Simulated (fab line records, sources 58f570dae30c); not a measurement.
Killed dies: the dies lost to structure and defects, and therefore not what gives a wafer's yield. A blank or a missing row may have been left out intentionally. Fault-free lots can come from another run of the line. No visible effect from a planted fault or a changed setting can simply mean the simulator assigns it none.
fab line records :: flow berkeley-cmos170
record:
  lots: 14
  wafers: 42
  last-day: 12
route steps=331 shown PWELL@48
lots untouched by any fault: they come from a run of this same line in which no faults occurred
start-h: hours from the record's first day to the start of the lot's first wafer shown :: wait-h: hours elapsed since this lot's preceding step :: " identical to the entry in the row above :: L1.1+2: a single row standing in for several wafers :: - no value, or no start given :: * or withheld: withheld :: < > ~ a bound
route shown NAME@n: a module of which the file shows steps, and the number in the route of the first :: usual: mean/standard deviation of fault-free wafers :: same: alike in all rows :: chamber/n: place in a boat :: sites: readings site by site :: _std_site: the standard deviation of these :: _edge_site: inner sites' mean taken away from outer sites' mean :: radius-mm: for every site, how far away it sits from the centre of the wafer :: mask NAME#n: copy n :: behind: the tool/chamber that last shaped the wafer :: hold: what put the lot on hold/how long, in hours/how the hold closed :: device: transistor that didn't switch, given as n, p or np :: end of line: the same wafers' tests at the end of the route :: for a step that has no rows: nothing shown but its recipe :: killed: count of dies lost to structure and defects at first sort (not the wafer's yield) :: map: per-die view of a wafer (x killed, . not killed, _ where there is no die)
set.NAME: the setting as run; set.NAME@STEP: as run at that earlier step :: model.NAME: the simulator's own value behind a step, which no gauge read
the route's steps for a sample of lots (tables are steps, rows are wafers)
services: from which hour (start-h, from the record's first day; less than 0 if before it) a tool's chamber was out of use, for how many hours, and why
== steps ==
step: UCB170_PWELL_ETCH_14
recipe:
  chemistry: CH3F/Ar/O2
  target: Si3N4
  stop-on: SiO2
  CH3F_flow_sccm: 20
  Ar_flow_sccm: 50
  O2_flow_sccm: 7
  pressure-mtorr: 50
  rf-w: 450
  target-depth-a: 2420
  over-etch-frac: 0.1
  time-s: 151
usual:
  O2_flow_sccm: 7.001/0.021
  chamber-pressure-mTorr: 50.00/0.044
  drypump-motor-current-A: 5.7/0.46
  oes-product-au: 0.942/0.013
  rf-fwd-power-W: 448.6/1.6
  throttle-valve-pct: 8.03/0.13
lot.wafer: L765.1
tool: rie-diel-04
chamber: 1
start-h: 50.03
wait-h: 0.0
O2_flow_sccm: 7.013
chamber-pressure-mTorr: 49.90
drypump-motor-current-A: 6.0
oes-product-au: 0.948
rf-fwd-power-W: 449.8
rf-hours-counter-h: 111
throttle-valve-pct: 7.87

lot.wafer: L765.2
tool: rie-diel-04
chamber: 3
start-h: 50.03
wait-h: 0.0
O2_flow_sccm: 6.983
chamber-pressure-mTorr: 49.97
drypump-motor-current-A: 5.7
oes-product-au: 0.951
rf-fwd-power-W: 451.0
rf-hours-counter-h: 106
throttle-valve-pct: 7.97

lot.wafer: L765.6
tool: rie-diel-04
chamber: 2
start-h: 50.03
wait-h: 0.0
O2_flow_sccm: 7.030
chamber-pressure-mTorr: 50.01
drypump-motor-current-A: 6.6
oes-product-au: 0.959
rf-fwd-power-W: 450.0
rf-hours-counter-h: -
throttle-valve-pct: 8.06

lot.wafer: L764.2
tool: rie-diel-02
chamber: 0
start-h: 50.27
wait-h: 0.0
O2_flow_sccm: 6.994
chamber-pressure-mTorr: 50.02
drypump-motor-current-A: 5.3
oes-product-au: 0.941
rf-fwd-power-W: 450.3
rf-hours-counter-h: 76
throttle-valve-pct: 7.96

lot.wafer: L764.5
tool: rie-diel-02
chamber: 1
start-h: 50.27
wait-h: 0.0
O2_flow_sccm: 6.990
chamber-pressure-mTorr: 49.99
drypump-motor-current-A: 6.2
oes-product-au: 0.953
rf-fwd-power-W: 449.8
rf-hours-counter-h: -
throttle-valve-pct: 8.08

lot.wafer: L764.6
tool: rie-diel-02
chamber: 2
start-h: 50.27
wait-h: 0.0
O2_flow_sccm: 6.986
chamber-pressure-mTorr: 49.98
drypump-motor-current-A: 5.7
oes-product-au: 0.949
rf-fwd-power-W: 447.4
rf-hours-counter-h: -
throttle-valve-pct: 7.95

lot.wafer: L766.1
tool: rie-diel-01
chamber: 0
start-h: 62.54
wait-h: 0.0
O2_flow_sccm: 6.999
chamber-pressure-mTorr: 49.99
drypump-motor-current-A: 4.8
oes-product-au: 0.943
rf-fwd-power-W: 447.1
rf-hours-counter-h: 88
throttle-valve-pct: 7.85

lot.wafer: L766.2
tool: rie-diel-01
chamber: 3
start-h: 62.54
wait-h: 0.0
O2_flow_sccm: 7.012
chamber-pressure-mTorr: 50.12
drypump-motor-current-A: 5.7
oes-product-au: 0.926
rf-fwd-power-W: 450.0
rf-hours-counter-h: 67
throttle-valve-pct: 8.22

lot.wafer: L766.5
tool: rie-diel-01
chamber: 2
start-h: 62.54
wait-h: 0.0
O2_flow_sccm: 6.986
chamber-pressure-mTorr: 50.06
drypump-motor-current-A: 5.6
oes-product-au: 0.932
rf-fwd-power-W: 449.5
rf-hours-counter-h: -
throttle-valve-pct: 8.26

lot.wafer: L769.2
tool: rie-diel-02
chamber: 3
start-h: 71.50
wait-h: 0.0
O2_flow_sccm: 7.006
chamber-pressure-mTorr: 50.01
drypump-motor-current-A: 5.9
oes-product-au: 0.922
rf-fwd-power-W: 445.1
rf-hours-counter-h: 0
throttle-valve-pct: 8.11

lot.wafer: L769.4
tool: rie-diel-02
chamber: 1
start-h: 71.50
wait-h: 0.0
O2_flow_sccm: 6.967
chamber-pressure-mTorr: 50.05
drypump-motor-current-A: 6.2
oes-product-au: 0.951
rf-fwd-power-W: 450.1
rf-hours-counter-h: 93
throttle-valve-pct: 8.08

lot.wafer: L769.6
tool: rie-diel-02
chamber: 0
start-h: 71.50
wait-h: 0.0
O2_flow_sccm: 6.983
chamber-pressure-mTorr: 49.98
drypump-motor-current-A: 5.3
oes-product-au: 0.933
rf-fwd-power-W: 450.1
rf-hours-counter-h: -
throttle-valve-pct: 7.95

lot.wafer: L770.1
tool: rie-diel-02
chamber: 0
start-h: 79.27
wait-h: 0.0
O2_flow_sccm: 7.007
chamber-pressure-mTorr: 50.02
drypump-motor-current-A: 5.3
oes-product-au: 0.940
rf-fwd-power-W: 450.2
rf-hours-counter-h: 78
throttle-valve-pct: 7.94

lot.wafer: L770.2
tool: rie-diel-02
chamber: 2
start-h: 79.27
wait-h: 0.0
O2_flow_sccm: 7.019
chamber-pressure-mTorr: 50.01
drypump-motor-current-A: 5.7
oes-product-au: 0.956
rf-fwd-power-W: 446.1
rf-hours-counter-h: 101
throttle-valve-pct: 7.92

lot.wafer: L770.6
tool: rie-diel-02
chamber: 3
start-h: 79.27
wait-h: 0.0
O2_flow_sccm: 6.958
chamber-pressure-mTorr: 50.01
drypump-motor-current-A: 6.0
oes-product-au: 0.915
rf-fwd-power-W: 447.0
rf-hours-counter-h: -
throttle-valve-pct: 8.12

lot.wafer: L772.4
tool: rie-diel-01
chamber: 3
start-h: 88.24
wait-h: 0.0
O2_flow_sccm: 7.047
chamber-pressure-mTorr: 49.96
drypump-motor-current-A: 5.7
oes-product-au: 0.914
rf-fwd-power-W: 449.9
rf-hours-counter-h: 69
throttle-valve-pct: 8.22

lot.wafer: L772.5
tool: rie-diel-01
chamber: 3
start-h: 88.24
wait-h: 0.0
O2_flow_sccm: 7.033
chamber-pressure-mTorr: 49.96
drypump-motor-current-A: 5.7
oes-product-au: 0.925
rf-fwd-power-W: 448.2
rf-hours-counter-h: -
throttle-valve-pct: 8.21

lot.wafer: L772.6
tool: rie-diel-01
chamber: 2
start-h: 88.24
wait-h: 0.0
O2_flow_sccm: 7.001
chamber-pressure-mTorr: 49.95
drypump-motor-current-A: 5.7
oes-product-au: 0.929
rf-fwd-power-W: 449.3
rf-hours-counter-h: -
throttle-valve-pct: 8.26

lot.wafer: L773.1
tool: rie-diel-01
chamber: 3
start-h: 95.51
wait-h: 0.0
O2_flow_sccm: 6.976
chamber-pressure-mTorr: 49.93
drypump-motor-current-A: 5.8
oes-product-au: 0.849
rf-fwd-power-W: 271.5
rf-hours-counter-h: 69
throttle-valve-pct: 8.19

lot.wafer: L773.3
tool: rie-diel-01
chamber: 0
start-h: 95.51
wait-h: 0.0
O2_flow_sccm: 7.034
chamber-pressure-mTorr: 50.06
drypump-motor-current-A: 4.7
oes-product-au: 0.848
rf-fwd-power-W: 265.2
rf-hours-counter-h: 89
throttle-valve-pct: 7.83

lot.wafer: L773.4
tool: rie-diel-01
chamber: 1
start-h: 95.51
wait-h: 0.0
O2_flow_sccm: 6.973
chamber-pressure-mTorr: 49.97
drypump-motor-current-A: 5.3
oes-product-au: 0.850
rf-fwd-power-W: 268.2
rf-hours-counter-h: 3
throttle-valve-pct: 8.01

lot.wafer: L774.1
tool: rie-diel-04
chamber: 0
start-h: 95.78
wait-h: 0.0
O2_flow_sccm: 7.005
chamber-pressure-mTorr: 49.94
drypump-motor-current-A: 5.4
oes-product-au: 0.951
rf-fwd-power-W: 449.4
rf-hours-counter-h: 108
throttle-valve-pct: 7.96

lot.wafer: L774.3
tool: rie-diel-04
chamber: 1
start-h: 95.78
wait-h: 0.0
O2_flow_sccm: 7.052
chamber-pressure-mTorr: 50.02
drypump-motor-current-A: 6.1
oes-product-au: 0.955
rf-fwd-power-W: 449.7
rf-hours-counter-h: 113
throttle-valve-pct: 7.89

lot.wafer: L774.6
tool: rie-diel-04
chamber: 0
start-h: 95.78
wait-h: 0.0
O2_flow_sccm: 7.022
chamber-pressure-mTorr: 50.02
drypump-motor-current-A: 5.4
oes-product-au: 0.960
rf-fwd-power-W: 448.8
rf-hours-counter-h: -
throttle-valve-pct: 7.95

lot.wafer: L775.2
tool: rie-diel-01
chamber: 0
start-h: 106.38
wait-h: 0.0
O2_flow_sccm: 7.016
chamber-pressure-mTorr: 50.00
drypump-motor-current-A: 4.8
oes-product-au: 0.858
rf-fwd-power-W: 268.3
rf-hours-counter-h: 90
throttle-valve-pct: 7.86

lot.wafer: L775.4
tool: rie-diel-01
chamber: 1
start-h: 106.38
wait-h: 0.0
O2_flow_sccm: 6.997
chamber-pressure-mTorr: 49.97
drypump-motor-current-A: 5.3
oes-product-au: 0.852
rf-fwd-power-W: 269.0
rf-hours-counter-h: 3
throttle-valve-pct: 8.03

lot.wafer: L775.6
tool: rie-diel-01
chamber: 0
start-h: 106.38
wait-h: 0.0
O2_flow_sccm: 6.985
chamber-pressure-mTorr: 50.01
drypump-motor-current-A: 4.7
oes-product-au: 0.844
rf-fwd-power-W: 266.7
rf-hours-counter-h: -
throttle-valve-pct: 7.83

lot.wafer: L777.4
tool: rie-diel-04
chamber: 0
start-h: 117.54
wait-h: 0.1
O2_flow_sccm: 7.011
chamber-pressure-mTorr: 50.01
drypump-motor-current-A: 5.4
oes-product-au: 0.950
rf-fwd-power-W: 448.1
rf-hours-counter-h: -
throttle-valve-pct: 7.95

lot.wafer: L777.5
tool: rie-diel-04
chamber: 1
start-h: 117.54
wait-h: 0.1
O2_flow_sccm: 6.996
chamber-pressure-mTorr: 50.04
drypump-motor-current-A: 6.1
oes-product-au: 0.956
rf-fwd-power-W: 448.7
rf-hours-counter-h: -
throttle-valve-pct: 7.90

lot.wafer: L777.6
tool: rie-diel-04
chamber: 2
start-h: 117.54
wait-h: 0.1
O2_flow_sccm: 7.014
chamber-pressure-mTorr: 50.05
drypump-motor-current-A: 6.6
oes-product-au: 0.965
rf-fwd-power-W: 449.0
rf-hours-counter-h: -
throttle-valve-pct: 8.06

lot.wafer: L785.2
tool: rie-diel-02
chamber: 2
start-h: 145.46
wait-h: 0.0
O2_flow_sccm: 7.027
chamber-pressure-mTorr: 50.06
drypump-motor-current-A: 5.7
oes-product-au: 0.938
rf-fwd-power-W: 448.8
rf-hours-counter-h: 103
throttle-valve-pct: 7.91

lot.wafer: L785.3
tool: rie-diel-02
chamber: 1
start-h: 145.46
wait-h: 0.0
O2_flow_sccm: 7.001
chamber-pressure-mTorr: 50.04
drypump-motor-current-A: 6.2
oes-product-au: 0.934
rf-fwd-power-W: 448.0
rf-hours-counter-h: 96
throttle-valve-pct: 8.10

lot.wafer: L785.6
tool: rie-diel-02
chamber: 0
start-h: 145.46
wait-h: 0.0
O2_flow_sccm: 7.023
chamber-pressure-mTorr: 49.98
drypump-motor-current-A: 5.3
oes-product-au: 0.926
rf-fwd-power-W: 448.0
rf-hours-counter-h: -
throttle-valve-pct: 7.95

lot.wafer: L784.2
tool: rie-diel-04
chamber: 3
start-h: 145.61
wait-h: 0.0
O2_flow_sccm: 6.994
chamber-pressure-mTorr: 50.03
drypump-motor-current-A: 5.7
oes-product-au: 0.955
rf-fwd-power-W: 452.0
rf-hours-counter-h: 109
throttle-valve-pct: 7.97

lot.wafer: L784.4
tool: rie-diel-04
chamber: 1
start-h: 145.61
wait-h: 0.0
O2_flow_sccm: 6.963
chamber-pressure-mTorr: 50.00
drypump-motor-current-A: 6.1
oes-product-au: 0.964
rf-fwd-power-W: 449.6
rf-hours-counter-h: 116
throttle-valve-pct: 7.87

lot.wafer: L784.5
tool: rie-diel-04
chamber: 3
start-h: 145.61
wait-h: 0.0
O2_flow_sccm: 7.002
chamber-pressure-mTorr: 49.99
drypump-motor-current-A: 5.7
oes-product-au: 0.954
rf-fwd-power-W: 449.3
rf-hours-counter-h: -
throttle-valve-pct: 7.99

lot.wafer: L786.1
tool: rie-diel-02
chamber: 1
start-h: 157.47
wait-h: 0.0
O2_flow_sccm: 6.971
chamber-pressure-mTorr: 50.06
drypump-motor-current-A: 6.2
oes-product-au: 0.950
rf-fwd-power-W: 449.1
rf-hours-counter-h: 97
throttle-valve-pct: 8.09

lot.wafer: L786.2
tool: rie-diel-02
chamber: 3
start-h: 157.47
wait-h: 0.0
O2_flow_sccm: 7.023
chamber-pressure-mTorr: 50.01
drypump-motor-current-A: 6.0
oes-product-au: 0.926
rf-fwd-power-W: 447.5
rf-hours-counter-h: 5
throttle-valve-pct: 8.11

lot.wafer: L786.3
tool: rie-diel-02
chamber: 0
start-h: 157.47
wait-h: 0.0
O2_flow_sccm: 7.033
chamber-pressure-mTorr: 49.99
drypump-motor-current-A: 5.3
oes-product-au: 0.945
rf-fwd-power-W: 450.1
rf-hours-counter-h: 82
throttle-valve-pct: 7.97

lot.wafer: L787.3
tool: rie-diel-01
chamber: 1
start-h: 165.70
wait-h: 0.0
O2_flow_sccm: 7.003
chamber-pressure-mTorr: 50.04
drypump-motor-current-A: 5.4
oes-product-au: 0.938
rf-fwd-power-W: 448.4
rf-hours-counter-h: 6
throttle-valve-pct: 8.03

lot.wafer: L787.5
tool: rie-diel-01
chamber: 1
start-h: 165.70
wait-h: 0.0
O2_flow_sccm: 6.967
chamber-pressure-mTorr: 49.99
drypump-motor-current-A: 5.3
oes-product-au: 0.938
rf-fwd-power-W: 447.8
rf-hours-counter-h: -
throttle-valve-pct: 8.03

lot.wafer: L787.6
tool: rie-diel-01
chamber: 2
start-h: 165.70
wait-h: 0.0
O2_flow_sccm: 7.015
chamber-pressure-mTorr: 50.05
drypump-motor-current-A: 5.7
oes-product-au: 0.933
rf-fwd-power-W: 447.8
rf-hours-counter-h: -
throttle-valve-pct: 8.26
step: UCB170_PWELL_STRIP_16
recipe:
  chemistry: O2
  power-w: 400
  pressure-mtorr: 3500
  platen-temp-c: withheld
  o2-flow-sccm: 400
  overash-fraction: 0.5
usual:
  chamber-pressure-mTorr: 3500.0/2.8
  drypump-motor-current-A: 6.0/0.35
  oes-product-au: 0.721/0.0043
  strip-time-to-endpoint-s: 18.11/0.077
same:
  overash-fraction: 0.5
lot.wafer: L765.1
tool: plasma-asher-04
chamber: 0
start-h: 50.28
wait-h: 0.1
chamber-pressure-mTorr: 3498.9
drypump-motor-current-A: 6.0
oes-product-au: 0.716
rf-hours-counter-h: 34
strip-time-to-endpoint-s: 18.03

lot.wafer: L765.2
tool: plasma-asher-04
chamber: 1
start-h: 50.28
wait-h: 0.1
chamber-pressure-mTorr: 3503.9
drypump-motor-current-A: 6.3
oes-product-au: 0.724
rf-hours-counter-h: 34
strip-time-to-endpoint-s: 18.11

lot.wafer: L765.6
tool: plasma-asher-04
chamber: 0
start-h: 50.28
wait-h: 0.1
chamber-pressure-mTorr: 3494.6
drypump-motor-current-A: 6.0
oes-product-au: 0.731
rf-hours-counter-h: -
strip-time-to-endpoint-s: 18.00

lot.wafer: L764.2
tool: plasma-asher-02
chamber: 1
start-h: 50.52
wait-h: 0.1
chamber-pressure-mTorr: 3494.5
drypump-motor-current-A: 5.8
oes-product-au: 0.727
rf-hours-counter-h: 32
strip-time-to-endpoint-s: 18.09

lot.wafer: L764.5
tool: plasma-asher-02
chamber: 0
start-h: 50.52
wait-h: 0.1
chamber-pressure-mTorr: 3499.8
drypump-motor-current-A: 5.1
oes-product-au: 0.720
rf-hours-counter-h: -
strip-time-to-endpoint-s: 18.03

lot.wafer: L764.6
tool: plasma-asher-02
chamber: 1
start-h: 50.52
wait-h: 0.1
chamber-pressure-mTorr: 3499.3
drypump-motor-current-A: 5.8
oes-product-au: 0.718
rf-hours-counter-h: -
strip-time-to-endpoint-s: 18.10

lot.wafer: L766.1
tool: plasma-asher-01
chamber: 1
start-h: 62.79
wait-h: 0.1
chamber-pressure-mTorr: 3496.2
drypump-motor-current-A: 5.9
oes-product-au: 0.721
rf-hours-counter-h: 26
strip-time-to-endpoint-s: 18.11

lot.wafer: L766.2
tool: plasma-asher-01
chamber: 0
start-h: 62.79
wait-h: 0.1
chamber-pressure-mTorr: 3499.2
drypump-motor-current-A: 6.3
oes-product-au: 0.717
rf-hours-counter-h: 26
strip-time-to-endpoint-s: 18.07

lot.wafer: L766.5
tool: plasma-asher-01
chamber: 1
start-h: 62.79
wait-h: 0.1
chamber-pressure-mTorr: 3498.0
drypump-motor-current-A: 5.9
oes-product-au: 0.726
rf-hours-counter-h: -
strip-time-to-endpoint-s: 18.15

lot.wafer: L769.2
tool: plasma-asher-02
chamber: 0
start-h: 71.75
wait-h: 0.1
chamber-pressure-mTorr: 3499.7
drypump-motor-current-A: 5.1
oes-product-au: 0.714
rf-hours-counter-h: 35
strip-time-to-endpoint-s: 18.05

lot.wafer: L769.4
tool: plasma-asher-02
chamber: 0
start-h: 71.75
wait-h: 0.1
chamber-pressure-mTorr: 3498.3
drypump-motor-current-A: 5.1
oes-product-au: 0.723
rf-hours-counter-h: -
strip-time-to-endpoint-s: 18.04

lot.wafer: L769.6
tool: plasma-asher-02
chamber: 0
start-h: 71.75
wait-h: 0.1
chamber-pressure-mTorr: 3502.0
drypump-motor-current-A: 5.1
oes-product-au: 0.720
rf-hours-counter-h: -
strip-time-to-endpoint-s: 18.14

lot.wafer: L770.1
tool: plasma-asher-01
chamber: 1
start-h: 79.52
wait-h: 0.1
chamber-pressure-mTorr: 3499.2
drypump-motor-current-A: 5.9
oes-product-au: 0.726
rf-hours-counter-h: 28
strip-time-to-endpoint-s: 18.08

lot.wafer: L770.2
tool: plasma-asher-01
chamber: 0
start-h: 79.52
wait-h: 0.1
chamber-pressure-mTorr: 3500.9
drypump-motor-current-A: 6.3
oes-product-au: 0.723
rf-hours-counter-h: 28
strip-time-to-endpoint-s: 18.09

lot.wafer: L770.6
tool: plasma-asher-01
chamber: 0
start-h: 79.52
wait-h: 0.1
chamber-pressure-mTorr: 3497.7
drypump-motor-current-A: 6.3
oes-product-au: 0.719
rf-hours-counter-h: -
strip-time-to-endpoint-s: 18.12

lot.wafer: L772.4
tool: plasma-asher-01
chamber: 0
start-h: 88.53
wait-h: 0.1
chamber-pressure-mTorr: 3503.2
drypump-motor-current-A: 6.3
oes-product-au: 0.729
rf-hours-counter-h: -
strip-time-to-endpoint-s: 18.05

lot.wafer: L772.5
tool: plasma-asher-01
chamber: 1
start-h: 88.53
wait-h: 0.1
chamber-pressure-mTorr: 3503.2
drypump-motor-current-A: 5.9
oes-product-au: 0.723
rf-hours-counter-h: -
strip-time-to-endpoint-s: 18.05

lot.wafer: L772.6
tool: plasma-asher-01
chamber: 0
start-h: 88.53
wait-h: 0.1
chamber-pressure-mTorr: 3500.4
drypump-motor-current-A: 6.3
oes-product-au: 0.726
rf-hours-counter-h: -
strip-time-to-endpoint-s: 18.15

lot.wafer: L773.1
tool: plasma-asher-04
chamber: 1
start-h: 95.76
wait-h: 0.1
chamber-pressure-mTorr: 3500.9
drypump-motor-current-A: 6.3
oes-product-au: 0.734
rf-hours-counter-h: 40
strip-time-to-endpoint-s: 19.05

lot.wafer: L773.3
tool: plasma-asher-04
chamber: 0
start-h: 95.76
wait-h: 0.1
chamber-pressure-mTorr: 3507.3
drypump-motor-current-A: 6.0
oes-product-au: 0.722
rf-hours-counter-h: -
strip-time-to-endpoint-s: 19.10

lot.wafer: L773.4
tool: plasma-asher-04
chamber: 1
start-h: 95.76
wait-h: 0.1
chamber-pressure-mTorr: 3496.9
drypump-motor-current-A: 6.3
oes-product-au: 0.719
rf-hours-counter-h: -
strip-time-to-endpoint-s: 19.08

lot.wafer: L774.1
tool: plasma-asher-01
chamber: 1
start-h: 96.03
wait-h: 0.1
chamber-pressure-mTorr: 3506.5
drypump-motor-current-A: 5.9
oes-product-au: 0.720
rf-hours-counter-h: 30
strip-time-to-endpoint-s: 18.16

lot.wafer: L774.3
tool: plasma-asher-01
chamber: 1
start-h: 96.03
wait-h: 0.1
chamber-pressure-mTorr: 3501.8
drypump-motor-current-A: 5.9
oes-product-au: 0.722
rf-hours-counter-h: -
strip-time-to-endpoint-s: 18.14

lot.wafer: L774.6
tool: plasma-asher-01
chamber: 0
start-h: 96.03
wait-h: 0.1
chamber-pressure-mTorr: 3494.2
drypump-motor-current-A: 6.3
oes-product-au: 0.724
rf-hours-counter-h: -
strip-time-to-endpoint-s: 18.19

lot.wafer: L775.2
tool: plasma-asher-04
chamber: 0
start-h: 106.63
wait-h: 0.1
chamber-pressure-mTorr: 3499.1
drypump-motor-current-A: 6.0
oes-product-au: 0.723
rf-hours-counter-h: 41
strip-time-to-endpoint-s: 19.00

lot.wafer: L775.4
tool: plasma-asher-04
chamber: 0
start-h: 106.63
wait-h: 0.1
chamber-pressure-mTorr: 3499.8
drypump-motor-current-A: 6.0
oes-product-au: 0.713
rf-hours-counter-h: -
strip-time-to-endpoint-s: 18.93

lot.wafer: L775.6
tool: plasma-asher-04
chamber: 1
start-h: 106.63
wait-h: 0.1
chamber-pressure-mTorr: 3498.1
drypump-motor-current-A: 6.3
oes-product-au: 0.717
rf-hours-counter-h: -
strip-time-to-endpoint-s: 18.97

lot.wafer: L777.4
tool: plasma-asher-01
chamber: 1
start-h: 117.77
wait-h: 0.1
chamber-pressure-mTorr: 3503.3
drypump-motor-current-A: 5.9
oes-product-au: 0.721
rf-hours-counter-h: -
strip-time-to-endpoint-s: 18.14

lot.wafer: L777.5
tool: plasma-asher-01
chamber: 0
start-h: 117.77
wait-h: 0.1
chamber-pressure-mTorr: 3494.0
drypump-motor-current-A: 6.3
oes-product-au: 0.721
rf-hours-counter-h: -
strip-time-to-endpoint-s: 18.02

lot.wafer: L777.6
tool: plasma-asher-01
chamber: 1
start-h: 117.77
wait-h: 0.1
chamber-pressure-mTorr: 3497.9
drypump-motor-current-A: 5.9
oes-product-au: 0.723
rf-hours-counter-h: -
strip-time-to-endpoint-s: 18.09

lot.wafer: L785.2
tool: plasma-asher-04
chamber: 1
start-h: 145.71
wait-h: 0.1
chamber-pressure-mTorr: 3502.4
drypump-motor-current-A: 6.3
oes-product-au: 0.722
rf-hours-counter-h: 45
strip-time-to-endpoint-s: 18.04

lot.wafer: L785.3
tool: plasma-asher-04
chamber: 0
start-h: 145.71
wait-h: 0.1
chamber-pressure-mTorr: 3499.5
drypump-motor-current-A: 6.1
oes-product-au: 0.738
rf-hours-counter-h: -
strip-time-to-endpoint-s: 18.01

lot.wafer: L785.6
tool: plasma-asher-04
chamber: 1
start-h: 145.71
wait-h: 0.1
chamber-pressure-mTorr: 3500.6
drypump-motor-current-A: 6.3
oes-product-au: 0.722
rf-hours-counter-h: -
strip-time-to-endpoint-s: 18.09

lot.wafer: L784.2
tool: plasma-asher-02
chamber: 1
start-h: 145.86
wait-h: 0.1
chamber-pressure-mTorr: 3500.6
drypump-motor-current-A: 5.9
oes-product-au: 0.723
rf-hours-counter-h: 44
strip-time-to-endpoint-s: 18.20

lot.wafer: L784.4
tool: plasma-asher-02
chamber: 0
start-h: 145.86
wait-h: 0.1
chamber-pressure-mTorr: 3501.4
drypump-motor-current-A: 5.1
oes-product-au: 0.723
rf-hours-counter-h: -
strip-time-to-endpoint-s: 18.02

lot.wafer: L784.5
tool: plasma-asher-02
chamber: 0
start-h: 145.86
wait-h: 0.1
chamber-pressure-mTorr: 3498.2
drypump-motor-current-A: 5.1
oes-product-au: 0.714
rf-hours-counter-h: -
strip-time-to-endpoint-s: 18.12

lot.wafer: L786.1
tool: plasma-asher-04
chamber: 1
start-h: 157.72
wait-h: 0.1
chamber-pressure-mTorr: 3503.9
drypump-motor-current-A: 6.3
oes-product-au: 0.723
rf-hours-counter-h: 47
strip-time-to-endpoint-s: 18.10

lot.wafer: L786.2
tool: plasma-asher-04
chamber: 0
start-h: 157.72
wait-h: 0.1
chamber-pressure-mTorr: 3500.3
drypump-motor-current-A: 6.0
oes-product-au: 0.722
rf-hours-counter-h: 47
strip-time-to-endpoint-s: 17.94

lot.wafer: L786.3
tool: plasma-asher-04
chamber: 1
start-h: 157.72
wait-h: 0.1
chamber-pressure-mTorr: 3503.0
drypump-motor-current-A: 6.3
oes-product-au: 0.724
rf-hours-counter-h: -
strip-time-to-endpoint-s: 18.02

lot.wafer: L787.3
tool: plasma-asher-01
chamber: 1
start-h: 165.99
wait-h: 0.1
chamber-pressure-mTorr: 3500.1
drypump-motor-current-A: 5.9
oes-product-au: 0.716
rf-hours-counter-h: -
strip-time-to-endpoint-s: 18.05

lot.wafer: L787.5
tool: plasma-asher-01
chamber: 1
start-h: 165.99
wait-h: 0.1
chamber-pressure-mTorr: 3502.6
drypump-motor-current-A: 5.9
oes-product-au: 0.717
rf-hours-counter-h: -
strip-time-to-endpoint-s: 18.10

lot.wafer: L787.6
tool: plasma-asher-01
chamber: 0
start-h: 165.99
wait-h: 0.1
chamber-pressure-mTorr: 3499.6
drypump-motor-current-A: 6.3
oes-product-au: 0.724
rf-hours-counter-h: -
strip-time-to-endpoint-s: 18.05
== services ==
tool: rie-diel-01
chamber: -
start-h: 36.02
hours: 0.5
kind: repair

tool: rie-diel-02
chamber: 3
start-h: 42.06
hours: -
kind: clean

tool: rie-diel-02
chamber: 3
start-h: 42.06
hours: 20.0
kind: scheduled-down

tool: rie-diel-02
chamber: 3
start-h: 42.06
hours: 20.0
kind: vent-cycle

tool: rie-diel-02
chamber: 2
start-h: 51.51
hours: 2.7
kind: repair

tool: rie-diel-02
chamber: -
start-h: 66.01
hours: 0.4
kind: repair

tool: rie-diel-04
chamber: 0
start-h: 66.49
hours: 3.9
kind: repair

tool: rie-diel-04
chamber: 3
start-h: 103.90
hours: 17.6
kind: repair

tool: rie-diel-02
chamber: 2
start-h: 109.19
hours: 18.4
kind: repair

tool: rie-diel-01
chamber: 2
start-h: 122.73
hours: 3.9
kind: repair

tool: plasma-asher-04
chamber: -
start-h: 125.32
hours: 1.8
kind: repair

tool: plasma-asher-04
chamber: -
start-h: 135.16
hours: 2.8
kind: pm

tool: plasma-asher-02
chamber: -
start-h: 145.97
hours: 2.8
kind: pm
== key ==
first-sign:
  step: UCB170_PWELL_ETCH_14
  reading: rf-fwd-power-W
  direction: down
  sigmas: 99+
  usual: 448.6
  struck: 268.2
effect:
  step: UCB170_PWELL_ETCH_14
  reading: oes-product-au
  direction: down
  sigmas: 6.9
  usual: 0.942
  struck: 0.850
effect:
  step: UCB170_PWELL_STRIP_16
  reading: strip-time-to-endpoint-s
  direction: up
  sigmas: 12
  usual: *
  struck: *
met-at UCB170_PWELL_ETCH_14
struck-lots L773,L775
later-rows-left-out L773.1,L773.3,L773.4,L775.2,L775.4,L775.6
sort-left-out L773.1,L773.3,L773.4,L775.2,L775.4,L775.6
tester-left-out L773,L775
onset-between 88.24 95.51
fault:
  kind: process-parameter-drift
  tool: rie-diel-01
  chamber: -
  onset-h: 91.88
  steps: UCB170_PWELL_ETCH_14
  channel: rf-w
  offset: -180
  shape: step
  end-h: 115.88
  acts-in: these-recipes-only
  stated: 450
tester-left-out: of these lots the tester's yield and bins aren't shown, on N5 and GAA mostly nor the transistor test; their killed dies are dies lost to structure and defects alone, not to doping, threshold or leakage, so they don't give the yield
sort-left-out: the simulated sort isn't trusted on such a fault, so these wafers' sort isn't shown, and their yield isn't known
later-rows-left-out: the simulator's readings of these wafers behind a module that went badly wrong aren't trusted and aren't shown, but for the sort
